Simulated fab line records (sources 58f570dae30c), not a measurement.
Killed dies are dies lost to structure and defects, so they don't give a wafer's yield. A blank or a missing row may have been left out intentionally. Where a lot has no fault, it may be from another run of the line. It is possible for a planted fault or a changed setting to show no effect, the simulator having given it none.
fab line records :: flow berkeley-cmos170
[record]
  lots = 15
  wafers = 45
  last-day = 12
route steps=331 shown V1@254
lots that met no fault: taken from a fault-free run of the same line
start-h: hours from the record's first day to the start of the lot's first wafer shown :: wait-h: hours from the lot's prior step to this one :: " same as the row above :: L1.1+2: one row covering several wafers at once :: - no value, or no start was given :: * or withheld: withheld :: < > ~ a bound
route shown NAME@n: names a module that has steps shown in the file, with the first one's number in the route :: usual: the fault-free wafers' mean and standard deviation :: same: alike in all rows :: chamber/n: place in a boat :: sites: each site's reading :: _std_site: how widely they spread, as a standard deviation :: _edge_site: inner sites' mean taken away from outer sites' mean :: radius-mm: for every site, how far away it sits from the centre of the wafer :: mask NAME#n: copy n :: behind: the last tool/chamber to shape the wafer :: hold: the reason the lot was held/the length of the hold in hours/how it ended :: device: the n, p or np transistor that did not switch :: end of line: the route-end tests of the same wafers :: step lacking rows: just its recipe :: killed: dies lost to structure and defects at the first sort, not the wafer's yield :: map: a wafer's dies, marking killed ones x, the rest . and places with no die _
set.NAME: the setting that was run; set.NAME@STEP: the one run at that earlier step :: model.NAME: the simulator's own value behind a step, which no gauge read
the route's steps for a sample of lots (tables are steps, rows are wafers)
services: when a tool's chamber went out of use (start-h, in hours from the record's first day, below 0 if earlier), for how many hours, and the reason
[[steps]]
[step UCB170_V1_CVD_00]
[recipe]
  material = SiO2
  target-thk-nm = 2000
  temp-c = 390
  precursor = TEOS/O2
  time-s = 250
  rf-w = 550
  pressure-mtorr = 9000
[usual]
  heater-power-w = 262/47
lot.wafer: L128.1
tool: pecvd-04
chamber: 1
start-h: 160.44
wait-h: 0.0
heater-power-w: 257

lot.wafer: L128.2
tool: pecvd-04
chamber: 0
start-h: 160.44
wait-h: 0.0
heater-power-w: 234

lot.wafer: L128.6
tool: pecvd-04
chamber: 0
start-h: 160.44
wait-h: 0.0
heater-power-w: 282

lot.wafer: L130.2
tool: pecvd-04
chamber: 1
start-h: 160.60
wait-h: 0.2
heater-power-w: 252

lot.wafer: L130.4
tool: pecvd-04
chamber: 1
start-h: 160.60
wait-h: 0.2
heater-power-w: 318

lot.wafer: L130.5
tool: pecvd-04
chamber: 0
start-h: 160.60
wait-h: 0.2
heater-power-w: 277

lot.wafer: L132.2
tool: pecvd-03
chamber: 0
start-h: 173.35
wait-h: 0.0
heater-power-w: 244

lot.wafer: L132.4
tool: pecvd-03
chamber: 0
start-h: 173.35
wait-h: 0.0
heater-power-w: 198

lot.wafer: L132.6
tool: pecvd-03
chamber: 1
start-h: 173.35
wait-h: 0.0
heater-power-w: 201

lot.wafer: L133.1
tool: pecvd-03
chamber: 0
start-h: 186.54
wait-h: 0.0
heater-power-w: 211

lot.wafer: L133.2
tool: pecvd-03
chamber: 2
start-h: 186.54
wait-h: 0.0
heater-power-w: 294

lot.wafer: L133.6
tool: pecvd-03
chamber: 1
start-h: 186.54
wait-h: 0.0
heater-power-w: 202

lot.wafer: L135.4
tool: pecvd-03
chamber: 1
start-h: 201.61
wait-h: 0.1
heater-power-w: 274

lot.wafer: L135.5
tool: pecvd-03
chamber: 0
start-h: 201.61
wait-h: 0.1
heater-power-w: 198

lot.wafer: L135.6
tool: pecvd-03
chamber: 2
start-h: 201.61
wait-h: 0.1
heater-power-w: 241

lot.wafer: L134.1
tool: pecvd-02
chamber: 1
start-h: 204.40
wait-h: 0.0
heater-power-w: 270

lot.wafer: L134.3
tool: pecvd-02
chamber: 0
start-h: 204.40
wait-h: 0.0
heater-power-w: 195

lot.wafer: L134.5
tool: pecvd-02
chamber: 2
start-h: 204.40
wait-h: 0.0
heater-power-w: 216

lot.wafer: L137.1
tool: pecvd-03
chamber: 1
start-h: 204.40
wait-h: 0.0
heater-power-w: 278

lot.wafer: L137.3
tool: pecvd-03
chamber: 0
start-h: 204.40
wait-h: 0.0
heater-power-w: 242

lot.wafer: L137.6
tool: pecvd-03
chamber: 1
start-h: 204.40
wait-h: 0.0
heater-power-w: 203

lot.wafer: L141.3
tool: pecvd-04
chamber: 1
start-h: 217.70
wait-h: 0.0
heater-power-w: 306

lot.wafer: L141.4
tool: pecvd-04
chamber: 0
start-h: 217.70
wait-h: 0.0
heater-power-w: 198

lot.wafer: L141.6
tool: pecvd-04
chamber: 1
start-h: 217.70
wait-h: 0.0
heater-power-w: 235

lot.wafer: L143.2
tool: pecvd-02
chamber: 1
start-h: 231.06
wait-h: 0.0
heater-power-w: 279

lot.wafer: L143.3
tool: pecvd-02
chamber: 0
start-h: 231.06
wait-h: 0.0
heater-power-w: 171

lot.wafer: L143.5
tool: pecvd-02
chamber: 2
start-h: 231.06
wait-h: 0.0
heater-power-w: 210

lot.wafer: L145.2
tool: pecvd-04
chamber: 2
start-h: 242.20
wait-h: 0.0
heater-power-w: 340

lot.wafer: L145.3
tool: pecvd-04
chamber: 0
start-h: 242.20
wait-h: 0.0
heater-power-w: 260

lot.wafer: L145.5
tool: pecvd-04
chamber: 2
start-h: 242.20
wait-h: 0.0
heater-power-w: 268

lot.wafer: L146.2
tool: pecvd-02
chamber: 1
start-h: 242.20
wait-h: 0.0
heater-power-w: 279

lot.wafer: L146.3
tool: pecvd-02
chamber: 2
start-h: 242.20
wait-h: 0.0
heater-power-w: 230

lot.wafer: L146.5
tool: pecvd-02
chamber: 1
start-h: 242.20
wait-h: 0.0
heater-power-w: 328

lot.wafer: L147.2
tool: pecvd-04
chamber: 1
start-h: 245.66
wait-h: 0.0
heater-power-w: 328

lot.wafer: L147.4
tool: pecvd-04
chamber: 2
start-h: 245.66
wait-h: 0.0
heater-power-w: 273

lot.wafer: L147.5
tool: pecvd-04
chamber: 1
start-h: 245.66
wait-h: 0.0
heater-power-w: 231

lot.wafer: L148.2
tool: pecvd-02
chamber: 1
start-h: 245.66
wait-h: 0.0
heater-power-w: 302

lot.wafer: L148.3
tool: pecvd-02
chamber: 2
start-h: 245.66
wait-h: 0.0
heater-power-w: 233

lot.wafer: L148.6
tool: pecvd-02
chamber: 2
start-h: 245.66
wait-h: 0.0
heater-power-w: 308

lot.wafer: L149.1
tool: pecvd-02
chamber: 0
start-h: 267.51
wait-h: 0.0
heater-power-w: 181

lot.wafer: L149.2
tool: pecvd-02
chamber: 2
start-h: 267.51
wait-h: 0.0
heater-power-w: 252

lot.wafer: L149.3
tool: pecvd-02
chamber: 1
start-h: 267.51
wait-h: 0.0
heater-power-w: 250

lot.wafer: L150.3
tool: pecvd-03
chamber: 0
start-h: 279.64
wait-h: 0.0
heater-power-w: 270

lot.wafer: L150.5
tool: pecvd-03
chamber: 0
start-h: 279.64
wait-h: 0.0
heater-power-w: 200

lot.wafer: L150.6
tool: pecvd-03
chamber: 1
start-h: 279.64
wait-h: 0.0
heater-power-w: 271
[step UCB170_V1_THK_MEAS_01]
[recipe]
  reads = SiO2_of_V1_CVD_00
[usual]
  V1_TEOS_THK = 1993/23
lot.wafer: L128.1
tool: film-metro-03
chamber: -
start-h: 160.60
wait-h: 0.1
V1_TEOS_THK[nm]: 1976

lot.wafer: L128.2
tool: film-metro-03
chamber: -
start-h: 160.60
wait-h: 0.1
V1_TEOS_THK[nm]: 2004

lot.wafer: L128.6
tool: film-metro-03
chamber: -
start-h: 160.60
wait-h: 0.1
V1_TEOS_THK[nm]: 2016

lot.wafer: L130.2
tool: film-metro-04
chamber: -
start-h: 160.76
wait-h: 0.1
V1_TEOS_THK[nm]: 1999

lot.wafer: L130.4
tool: film-metro-04
chamber: -
start-h: 160.76
wait-h: 0.1
V1_TEOS_THK[nm]: 2046

lot.wafer: L130.5
tool: film-metro-04
chamber: -
start-h: 160.76
wait-h: 0.1
V1_TEOS_THK[nm]: 2067

lot.wafer: L132.2
tool: film-metro-02
chamber: -
start-h: 173.51
wait-h: 0.1
V1_TEOS_THK[nm]: 1996

lot.wafer: L132.4
tool: film-metro-02
chamber: -
start-h: 173.51
wait-h: 0.1
V1_TEOS_THK[nm]: 2007

lot.wafer: L132.6
tool: film-metro-02
chamber: -
start-h: 173.51
wait-h: 0.1
V1_TEOS_THK[nm]: 2002

lot.wafer: L133.1
tool: film-metro-02
chamber: -
start-h: 186.69
wait-h: 0.1
V1_TEOS_THK[nm]: 1774

lot.wafer: L133.2
tool: film-metro-02
chamber: -
start-h: 186.69
wait-h: 0.1
V1_TEOS_THK[nm]: 1958

lot.wafer: L133.6
tool: film-metro-02
chamber: -
start-h: 186.69
wait-h: 0.1
V1_TEOS_THK[nm]: 2022

lot.wafer: L135.4
tool: film-metro-02
chamber: -
start-h: 201.72
wait-h: 0.0
V1_TEOS_THK[nm]: 2025

lot.wafer: L135.5
tool: film-metro-02
chamber: -
start-h: 201.72
wait-h: 0.0
V1_TEOS_THK[nm]: 1813

lot.wafer: L135.6
tool: film-metro-02
chamber: -
start-h: 201.72
wait-h: 0.0
V1_TEOS_THK[nm]: 1993

lot.wafer: L134.1
tool: film-metro-03
chamber: -
start-h: 204.56
wait-h: 0.1
V1_TEOS_THK[nm]: 1972

lot.wafer: L134.3
tool: film-metro-03
chamber: -
start-h: 204.56
wait-h: 0.1
V1_TEOS_THK[nm]: 1969

lot.wafer: L134.5
tool: film-metro-03
chamber: -
start-h: 204.56
wait-h: 0.1
V1_TEOS_THK[nm]: 2004

lot.wafer: L137.1
tool: film-metro-02
chamber: -
start-h: 204.59
wait-h: 0.1
V1_TEOS_THK[nm]: 2000

lot.wafer: L137.3
tool: film-metro-02
chamber: -
start-h: 204.59
wait-h: 0.1
V1_TEOS_THK[nm]: 1778

lot.wafer: L137.6
tool: film-metro-02
chamber: -
start-h: 204.59
wait-h: 0.1
V1_TEOS_THK[nm]: 2002

lot.wafer: L141.3
tool: film-metro-02
chamber: -
start-h: 217.88
wait-h: 0.1
V1_TEOS_THK[nm]: 1961

lot.wafer: L141.4
tool: film-metro-02
chamber: -
start-h: 217.88
wait-h: 0.1
V1_TEOS_THK[nm]: 2026

lot.wafer: L141.6
tool: film-metro-02
chamber: -
start-h: 217.88
wait-h: 0.1
V1_TEOS_THK[nm]: 2009

lot.wafer: L143.2
tool: film-metro-03
chamber: -
start-h: 231.23
wait-h: 0.1
V1_TEOS_THK[nm]: 1975

lot.wafer: L143.3
tool: film-metro-03
chamber: -
start-h: 231.23
wait-h: 0.1
V1_TEOS_THK[nm]: 1949

lot.wafer: L143.5
tool: film-metro-03
chamber: -
start-h: 231.23
wait-h: 0.1
V1_TEOS_THK[nm]: 2006

lot.wafer: L145.2
tool: film-metro-03
chamber: -
start-h: 242.36
wait-h: 0.1
V1_TEOS_THK[nm]: 2001

lot.wafer: L145.3
tool: film-metro-03
chamber: -
start-h: 242.36
wait-h: 0.1
V1_TEOS_THK[nm]: 1987

lot.wafer: L145.5
tool: film-metro-03
chamber: -
start-h: 242.36
wait-h: 0.1
V1_TEOS_THK[nm]: 2038

lot.wafer: L146.2
tool: film-metro-02
chamber: -
start-h: 242.36
wait-h: 0.1
V1_TEOS_THK[nm]: 1995

lot.wafer: L146.3
tool: film-metro-02
chamber: -
start-h: 242.36
wait-h: 0.1
V1_TEOS_THK[nm]: 1991

lot.wafer: L146.5
tool: film-metro-02
chamber: -
start-h: 242.36
wait-h: 0.1
V1_TEOS_THK[nm]: 1999

lot.wafer: L147.2
tool: film-metro-04
chamber: -
start-h: 245.83
wait-h: 0.1
V1_TEOS_THK[nm]: 1992

lot.wafer: L147.4
tool: film-metro-04
chamber: -
start-h: 245.83
wait-h: 0.1
V1_TEOS_THK[nm]: 2028

lot.wafer: L147.5
tool: film-metro-04
chamber: -
start-h: 245.83
wait-h: 0.1
V1_TEOS_THK[nm]: 2018

lot.wafer: L148.2
tool: film-metro-02
chamber: -
start-h: 245.83
wait-h: 0.1
V1_TEOS_THK[nm]: 1944

lot.wafer: L148.3
tool: film-metro-02
chamber: -
start-h: 245.83
wait-h: 0.1
V1_TEOS_THK[nm]: 1941

lot.wafer: L148.6
tool: film-metro-02
chamber: -
start-h: 245.83
wait-h: 0.1
V1_TEOS_THK[nm]: 1983

lot.wafer: L149.1
tool: film-metro-04
chamber: -
start-h: 267.67
wait-h: 0.1
V1_TEOS_THK[nm]: 1968

lot.wafer: L149.2
tool: film-metro-04
chamber: -
start-h: 267.67
wait-h: 0.1
V1_TEOS_THK[nm]: 1996

lot.wafer: L149.3
tool: film-metro-04
chamber: -
start-h: 267.67
wait-h: 0.1
V1_TEOS_THK[nm]: 1992

lot.wafer: L150.3
tool: film-metro-04
chamber: -
start-h: 279.81
wait-h: 0.1
V1_TEOS_THK[nm]: 1984

lot.wafer: L150.5
tool: film-metro-04
chamber: -
start-h: 279.81
wait-h: 0.1
V1_TEOS_THK[nm]: 2007

lot.wafer: L150.6
tool: film-metro-04
chamber: -
start-h: 279.81
wait-h: 0.1
V1_TEOS_THK[nm]: 1978
[[services]]
tool: pecvd-04
chamber: 0
start-h: 192.86
hours: 5.0
kind: repair

tool: pecvd-02
chamber: -
start-h: 198.11
hours: 5.5
kind: pm

tool: pecvd-03
chamber: -
start-h: 242.50
hours: 14.0
kind: pm

tool: pecvd-03
chamber: 0
start-h: 242.50
hours: 14.0
kind: vent-cycle

tool: pecvd-03
chamber: 1
start-h: 242.50
hours: 14.0
kind: vent-cycle

tool: pecvd-03
chamber: 2
start-h: 242.50
hours: 14.0
kind: vent-cycle

tool: pecvd-03
chamber: 0
start-h: 256.50
hours: -
kind: clean

tool: pecvd-03
chamber: 1
start-h: 256.50
hours: -
kind: clean

tool: pecvd-03
chamber: 2
start-h: 256.50
hours: -
kind: clean

tool: pecvd-04
chamber: -
start-h: 264.72
hours: 14.6
kind: pm

tool: pecvd-02
chamber: 0
start-h: 269.61
hours: 6.0
kind: repair
[[key]]
[first-sign]
  step = UCB170_V1_THK_MEAS_01
  reading = V1_TEOS_THK
  direction = down
  sigmas = 8.7
  usual = 1993
  struck = 1788
effect none on later readings
met-at UCB170_V1_CVD_00
struck-lots L133,L135,L137
struck-wafers L133.1,L135.5,L137.3
onset-between 173.35 186.54
[fault]
  kind = process-parameter-drift
  tool = pecvd-03
  chamber = 0
  onset-h = 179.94
  steps = UCB170_V1_CVD_00
  channel = target-thk-nm
  offset = -198.37
  shape = step
  end-h = 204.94
  acts-in = these-recipes-only
  stated = 2000
